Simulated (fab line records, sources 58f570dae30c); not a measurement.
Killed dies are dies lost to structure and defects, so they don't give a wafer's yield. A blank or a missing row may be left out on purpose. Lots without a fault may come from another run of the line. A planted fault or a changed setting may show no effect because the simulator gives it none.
Chamber matching | flow berkeley_cmos170 | UCB170_V2_CVD_00 on pecvd-02: 3 sister chambers
The step deposits SiO2 from TEOS/O2, target thk 2000 nm, time 250 s. 6 wafers are shown with their chamber, then 7 later ones without.

WAFERS WITH THEIR CHAMBER
wafer  | chamber | heater_power_w (W)
L670.5 | 1       | 286
L671.4 | 2       | 198
L671.5 | 1       | 199
L671.6 | 0       | 187
L675.2 | 0       | 169
L675.4 | 2       | 196

WAFERS WITHOUT THEIR CHAMBER
wafer  | heater_power_w (W)
L675.6 | 122
L682.2 | 236
L682.4 | 284
L682.6 | 121
L686.1 | 152
L686.3 | 269
L686.6 | 197

WHICH CHAMBER EACH WENT THROUGH
wafer  | from the rows above          | in truth
L675.6 | can't be placed: 0 or 2 or 1 | 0
L682.2 | can't be placed: 1 or 2 or 0 | 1
L682.4 | can't be placed: 1 or 2 or 0 | 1
L682.6 | can't be placed: 0 or 2 or 1 | 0
L686.1 | can't be placed: 0 or 2 or 1 | 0
L686.3 | can't be placed: 1 or 2 or 0 | 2
L686.6 | can't be placed: 2 or 0 or 1 | 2
Placed correctly: 0 of 7. Can't be placed from these rows: 7 (the true chamber is among the candidates in 7). Placed wrongly: 0.
How it was worked out, from the rows above alone: a wafer's distance from a chamber is the root of the sum, over the readings, of the square of ((its reading less the chamber's mean) divided by the reading's scatter). The wafer belongs to the nearest chamber; if the next one is less than 2 further off, it can't be placed. A chamber's mean is the mean of its shown wafers. The scatter: the root of (the sum of the squares of (reading less its chamber's mean) over the shown wafers, divided by (wafers less chambers)).
